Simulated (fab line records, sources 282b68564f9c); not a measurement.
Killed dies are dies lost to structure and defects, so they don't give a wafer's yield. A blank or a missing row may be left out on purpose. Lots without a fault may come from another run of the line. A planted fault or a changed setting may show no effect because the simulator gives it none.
Chamber matching | flow rit_cmos | RIT_CONTACT_CVD_00 on pecvd-02: 3 sister chambers
The step deposits SiO2 from TEOS, target thk 400 nm, time 61 s. 3 wafers are shown with their chamber, then 7 later ones without.

WAFERS WITH THEIR CHAMBER
wafer  | chamber | heater_power_w (W)
L211.6 | 2       | 477
L214.2 | 1       | 272
L214.3 | 0       | 470

WAFERS WITHOUT THEIR CHAMBER
wafer  | heater_power_w (W)
L214.5 | 486
L216.3 | 477
L216.4 | 289
L216.5 | 423
L219.3 | 428
L219.4 | 262
L219.5 | 453

WHICH CHAMBER EACH WENT THROUGH
wafer  | from the rows above     | in truth
L214.5 | can't be placed: 2 or 0 | 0
L216.3 | can't be placed: 2 or 0 | 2
L216.4 | 1                       | 1
L216.5 | can't be placed: 0 or 2 | 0
L219.3 | can't be placed: 0 or 2 | 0
L219.4 | 1                       | 1
L219.5 | can't be placed: 0 or 2 | 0
Placed correctly: 2 of 7. Can't be placed from these rows: 5 (the true chamber is among the candidates in 5). Placed wrongly: 0.
How it was worked out, from the rows above alone: a wafer's distance from a chamber is the root of the sum, over the readings, of the square of ((its reading less the chamber's mean) divided by the reading's scatter). The wafer belongs to the nearest chamber; if the next one is less than 2 further off, it can't be placed. A chamber's mean is the mean of its shown wafers. The scatter: with one shown wafer a chamber, the root of the mean of the squares of how far each hidden wafer lies from its nearest shown one.
